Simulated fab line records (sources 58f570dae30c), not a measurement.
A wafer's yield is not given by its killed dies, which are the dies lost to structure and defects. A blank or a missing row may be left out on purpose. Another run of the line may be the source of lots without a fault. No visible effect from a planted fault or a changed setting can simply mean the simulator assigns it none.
The tool behind it: which one? + flow berkeleyCmos170 + 45 wafers from 15 lots sampled at 5 of the route's 331 steps

== WHAT EACH GAUGE READ, for each wafer ==
UCB170_PVT_TW_MEAS_09.
| lot  | measured     | on           | PVT_TW      |
|------|--------------|--------------|-------------|
| L194 | day 6 09:08  | filmMetro-04 | 514 509 511 |
| L195 | day 6 09:15  | filmMetro-01 | 507 507 508 |
| L196 | day 7 04:44  | filmMetro-01 | 511 513 513 |
| L198 | day 7 17:47  | filmMetro-04 | 511 513 516 |
| L199 | day 7 17:55  | filmMetro-01 | 514 513 509 |
| L202 | day 8 10:10  | filmMetro-03 | 503 499 499 |
| L201 | day 8 10:32  | filmMetro-01 | 509 508 507 |
| L203 | day 8 18:42  | filmMetro-01 | 509 510 512 |
| L204 | day 8 18:48  | filmMetro-01 | 511 508 507 |
| L205 | day 8 19:02  | filmMetro-01 | 509 510 510 |
| L206 | day 9 11:00  | filmMetro-04 | 513 513 510 |
| L208 | day 9 16:22  | filmMetro-01 | 510 512 511 |
| L213 | day 10 11:55 | filmMetro-04 | 515 517 514 |
| L216 | day 11 06:57 | filmMetro-04 | 511 513 513 |
| L215 | day 11 07:02 | filmMetro-03 | 504 503 502 |

UCB170_V1_CD_MEAS_90: the cd target is 700 nm.
| lot  | measured     | on       | cdNm (nm)         |
|------|--------------|----------|-------------------|
| L194 | day 8 14:54  | cdSem-02 | 697.9 698.9 698.5 |
| L195 | day 8 14:41  | cdSem-01 | 703.3 702.4 702.1 |
| L196 | day 9 03:45  | cdSem-01 | 701.2 699.8 699.2 |
| L198 | day 9 22:09  | cdSem-02 | 701.3 702.3 701.2 |
| L199 | day 9 18:32  | cdSem-02 | 700.2 700.0 700.3 |
| L202 | day 10 03:50 | cdSem-01 | 699.4 699.4 698.2 |
| L201 | day 10 04:32 | cdSem-01 | 701.3 702.1 702.2 |
| L203 | day 10 15:23 | cdSem-02 | 701.2 700.8 701.3 |
| L204 | day 10 14:14 | cdSem-01 | 698.0 697.9 697.3 |
| L205 | day 10 15:47 | cdSem-02 | 697.7 699.5 697.0 |
| L206 | day 11 02:47 | cdSem-02 | 699.3 699.2 700.4 |
| L208 | day 11 05:12 | cdSem-02 | 697.5 697.6 697.9 |
| L213 | day 12 10:53 | cdSem-01 | 700.8 701.5 699.9 |
| L216 | day 13 03:12 | cdSem-01 | 700.2 699.8 697.9 |
| L215 | day 13 02:00 | cdSem-01 | 699.7 702.1 701.4 |

UCB170_V2_THK_MEAS_04.
| lot  | measured     | on           | V2_POLISHED_THK (nm) |
|------|--------------|--------------|----------------------|
| L194 | day 8 18:46  | filmMetro-04 | 1000.5 999.4 998.2   |
| L195 | day 8 18:32  | filmMetro-01 | 998.5 1000.7 999.2   |
| L196 | day 9 07:09  | filmMetro-01 | 999.7 1000.4 1000.8  |
| L198 | day 10 02:12 | filmMetro-04 | 998.5 998.7 999.9    |
| L199 | day 9 22:14  | filmMetro-02 | 1000.8 998.6 999.3   |
| L202 | day 10 08:28 | filmMetro-04 | 1002.3 999.6 1002.0  |
| L201 | day 10 08:46 | filmMetro-04 | 999.0 1000.7 1001.3  |
| L203 | day 10 19:10 | filmMetro-04 | 1364.1 1359.0 1357.3 |
| L204 | day 10 17:44 | filmMetro-02 | 1343.5 1360.4 1355.4 |
| L205 | day 10 19:26 | filmMetro-02 | 1341.4 1347.5 1355.9 |
| L206 | day 11 08:00 | filmMetro-01 | 1001.2 999.9 1001.3  |
| L208 | day 11 09:14 | filmMetro-02 | 999.9 1000.0 1001.0  |
| L213 | day 12 14:46 | filmMetro-04 | 999.8 999.6 1000.4   |
| L216 | day 13 07:27 | filmMetro-04 | 1001.4 1001.8 1001.2 |
| L215 | day 13 07:04 | filmMetro-04 | 1000.0 1000.5 1000.1 |

UCB170_V2_CD_MEAS_12: the cd target is 700 nm.
| lot  | measured     | on       | cdNm (nm)         |
|------|--------------|----------|-------------------|
| L194 | day 8 20:07  | cdSem-02 | 699.5 698.9 699.0 |
| L195 | day 8 19:37  | cdSem-02 | 698.8 697.0 695.8 |
| L196 | day 9 08:50  | cdSem-01 | 698.9 700.2 699.4 |
| L198 | day 10 04:25 | cdSem-02 | 697.6 699.3 697.7 |
| L199 | day 9 23:57  | cdSem-01 | 699.0 699.6 698.0 |
| L202 | day 10 10:57 | cdSem-01 | 699.7 699.3 700.1 |
| L201 | day 10 11:35 | cdSem-01 | 699.9 700.5 700.2 |
| L203 | day 10 20:27 | cdSem-01 | 700.3 700.3 700.2 |
| L204 | day 10 19:09 | cdSem-01 | 699.9 700.3 699.5 |
| L205 | day 10 20:58 | cdSem-02 | 699.8 701.0 700.9 |
| L206 | day 11 09:40 | cdSem-02 | 702.3 702.3 703.3 |
| L208 | day 11 10:28 | cdSem-02 | 700.9 700.8 700.3 |
| L213 | day 12 15:59 | cdSem-02 | 700.2 700.3 699.7 |
| L216 | day 13 08:49 | cdSem-01 | 700.9 699.7 700.2 |
| L215 | day 13 08:14 | cdSem-02 | 700.4 700.3 701.5 |

== WHAT TOOL EACH LOT RAN ON (gives the tool, then ch and the chambers of the sampled wafers, and finally the start) ==
| lot  | UCB170_V2_CMP_02              |
|------|-------------------------------|
| L194 | cmp-02 ch 0,1,3, day 8 18:20  |
| L195 | cmp-01 ch 2,3, day 8 18:09    |
| L196 | cmp-02 ch 0,1,2, day 9 06:50  |
| L198 | cmp-02 ch 0,2,3, day 10 01:47 |
| L199 | cmp-01 ch 1,2, day 9 21:52    |
| L202 | cmp-01 ch 2,3, day 10 08:03   |
| L201 | cmp-02 ch 1,2, day 10 08:20   |
| L203 | cmp-02 ch 0,1, day 10 18:43   |
| L204 | cmp-02 ch 0,2,3, day 10 17:21 |
| L205 | cmp-02 ch 0,1,3, day 10 19:01 |
| L206 | cmp-01 ch 0,1,2, day 11 07:39 |
| L208 | cmp-01 ch 0,3, day 11 08:52   |
| L213 | cmp-01 ch 0,1, day 12 14:24   |
| L216 | cmp-01 ch 0,2,3, day 13 07:10 |
| L215 | cmp-01 ch 0,1,3, day 13 06:44 |
- UCB170_V2_CMP_02: polishes SiO2.

== WHAT THE TOOLS THEMSELVES READ (means of the sampled wafers that have a number; where no wafer has one, the mark that the record gives instead) ==
UCB170_V2_CMP_02.
| lot  | tool   | motorCurrentA (A) |
|------|--------|-------------------|
| L194 | cmp-02 | 16.1              |
| L195 | cmp-01 | 16.7              |
| L196 | cmp-02 | 16.5              |
| L198 | cmp-02 | 18.3              |
| L199 | cmp-01 | 16.2              |
| L202 | cmp-01 | 17.2              |
| L201 | cmp-02 | 15.3              |
| L203 | cmp-02 | 15.9              |
| L204 | cmp-02 | 17.2              |
| L205 | cmp-02 | 16.2              |
| L206 | cmp-01 | 15.5              |
| L208 | cmp-01 | 16.1              |
| L213 | cmp-01 | 14.5              |
| L216 | cmp-01 | 16.4              |
| L215 | cmp-01 | 15.1              |

== THE ANSWER, worked out from the rows above alone ==
Rule: usual is defined by the lots themselves. The widest of any qualifying gaps counts: lots, ordered by their means at a reading, are off when they make up no more than a third of the lots, leave a main group of 4 or more, and stand apart from it by 3 or more times the standard deviation of that group's means. If all means in a main group match to the digits the tables above print for the reading, that group is not used. Also off: a lot with no number at a reading for which 4 or more lots have one. All remaining lots with rows at the step are treated as sound. The gauges are gone through in route order, then the tools' own readings, and for those a lot's mean is taken as printed above. At the first step where some lot is off, the reading lying furthest off is the one used; lots without a number count as furthest.
Off: L203, L204, L205, at UCB170_V2_THK_MEAS_04 (V2_POLISHED_THK). Main group: mean 1000.2 nm, sd 0.72.
If a tool, at a process step before that reading, ran all the lots that are off and no sound lot after the first of them, it fits. The gauges at UCB170_V2_THK_MEAS_04 are tried like those tools. One fits: cmp-02 at UCB170_V2_CMP_02. Its last sound lot is L201 (day 10 08:20), its first lot that is off L204 (day 10 17:21): a fault that began between those two fits.

== WHAT HAD BEEN PUT IN BY THE SIMULATOR ==
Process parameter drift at UCB170_V2_CMP_02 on cmp-02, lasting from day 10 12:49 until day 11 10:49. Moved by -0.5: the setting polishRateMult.
Shown lots that were struck: L203, L204, L205. The rule above found the same.
